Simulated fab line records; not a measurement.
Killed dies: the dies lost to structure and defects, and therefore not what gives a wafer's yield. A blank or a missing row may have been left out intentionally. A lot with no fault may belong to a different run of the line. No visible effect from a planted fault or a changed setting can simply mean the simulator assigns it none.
Split-lot trial    flow rit_cmos    23 wafers read from 5 lots, route of 202 steps

== ABOUT THE SPLIT ==
At RIT_ACTIVE_COAT_06 (resist thk 1000 nm), the setting spin_rpm was moved away from the recipe's 3250 rpm on 10 of the 23 wafers read, by -5.5% to +2.5%. All remaining wafers had this setting at the recipe value.

== FROM THE SPLIT TO THE READING: what the file shows between them, 4 steps ==
- RIT_ACTIVE_SOFTBAKE_07: time 60 s
- RIT_ACTIVE_EXPOSE_08: exposes mask M1, target cd 1400 nm
- RIT_ACTIVE_DEVELOP_10: develop time 50 s
- RIT_ACTIVE_HARDBAKE_12: time 60 s

== THE READING ==
NOVOLAK_of_ACTIVE_COAT_06.thk_nm (the simulator's own value, which no gauge read), in nm, at RIT_ACTIVE_ETCH_13 (etches Si3N4 in SF6, stops on SiO2, time 210 s, target depth 210 nm). The file does not state a usual value for it. Average 649.9 nm, standard deviation 3.7 nm, over the 13 wafers here run with the recipe.

wafer   tool, chamber at the split  spin_rpm as run, rpm  against the recipe  NOVOLAK_of_ACTIVE_COAT_06.thk_nm, nm  against lot-mates on the recipe
L074.2  litho_track-02, 0           3250                  recipe              649.8                                 -
L074.3  litho_track-02, 0           3250                  recipe              654.5                                 -
L074.5  litho_track-02, 0           3250                  recipe              653.6                                 -
L075.1  litho_track-04, 0           3250                  recipe              645.8                                 -
L075.3  litho_track-04, 0           3250                  recipe              648.4                                 -
L075.4  litho_track-04, 0           3250                  recipe              645.1                                 -
L075.5  litho_track-04, 0           3123                  -3.9%               668.4                                 +22.0
L075.6  litho_track-04, 0           3123                  -3.9%               670.5                                 +24.1
L077.2  litho_track-02, 0           3332                  +2.5%               644.3                                 -3.4
L077.3  litho_track-02, 0           3332                  +2.5%               644.1                                 -3.6
L077.4  litho_track-02, 0           3250                  recipe              645.3                                 -
L077.5  litho_track-02, 0           3250                  recipe              646.1                                 -
L077.6  litho_track-02, 0           3250                  recipe              651.8                                 -
L079.1  litho_track-01, 0           3250                  recipe              649.7                                 -
L079.3  litho_track-01, 0           3071                  -5.5%               678.6                                 +29.3
L079.4  litho_track-01, 0           3071                  -5.5%               675.6                                 +26.3
L079.5  litho_track-01, 0           3250                  recipe              648.9                                 -
L079.6  litho_track-01, 0           3071                  -5.5%               680.2                                 +30.9
L084.1  litho_track-04, 0           3147                  -3.2%               670.1                                 +15.2
L084.3  litho_track-04, 0           3250                  recipe              657.2                                 -
L084.4  litho_track-04, 0           3250                  recipe              652.6                                 -
L084.5  litho_track-04, 0           3147                  -3.2%               673                                   +18.1
L084.6  litho_track-04, 0           3147                  -3.2%               663                                   +8.1

THE FIT
A straight line over all 23 wafers: NOVOLAK_of_ACTIVE_COAT_06.thk_nm changes by -4.79 nm for each +1% of spin_rpm; r = -0.95; the points scatter about the line by 4 nm.
The same after taking each lot's own level away (the mean of its wafers on the recipe; 23 wafers): -4.65 nm for each +1%; r = -0.95; scatter 3.7 nm.
On that fit, the largest move of spin_rpm shifts the reading by 26 nm.
Across the lots, their own levels run from 646.43 to 654.90 nm, a range of 2.3 times the standard deviation given above.
So the lot-to-lot level changes the slope little: the two slopes agree.
Check: +26.5 nm against its lot-mates is what the line predicts for one of the wafers moved furthest among these (-5.5%) when that wafer is left out of the fit. It came out at +29.3 nm against them.

== THE OTHER SPLITS THESE WAFERS WENT THROUGH ==
Other splits were also applied to these wafers ahead of the reading. Each is held against what the fit with the lots' levels taken away leaves over:
other split on the same wafers  wafers away from the commonest value  r with NOVOLAK_of_ACTIVE_COAT_06.thk_nm (lot level and that fit taken away)
RIT_ACTIVE_CVD_03 time_s        15                                    +0.11

== THE WHOLE CHAIN: every reading that the file lists as answering this split, in the file's order ==
step                    what it does                                                         reading                                                                            change (the file's fit)               r (the file's)
RIT_ACTIVE_COAT_06      resist thk 1000 nm                                                   NOVOLAK_of_ACTIVE_COAT_06.thk_nm (the simulator's own value, which no gauge read)  -5.16 nm for each +1% of the setting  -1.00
RIT_ACTIVE_HARDBAKE_12  time 60 s                                                            NOVOLAK_of_ACTIVE_COAT_06.thk_nm (the simulator's own value, which no gauge read)  -4.52 nm for each +1% of the setting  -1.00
RIT_ACTIVE_ETCH_13      etches Si3N4 in SF6, stops on SiO2, time 210 s, target depth 210 nm  NOVOLAK_of_ACTIVE_COAT_06.thk_nm (the simulator's own value, which no gauge read)  -4.86 nm for each +1% of the setting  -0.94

== THE FILE'S OWN FIT ==
NOVOLAK_of_ACTIVE_COAT_06.thk_nm changes by -4.86 nm for each +1% of spin_rpm, r = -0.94.
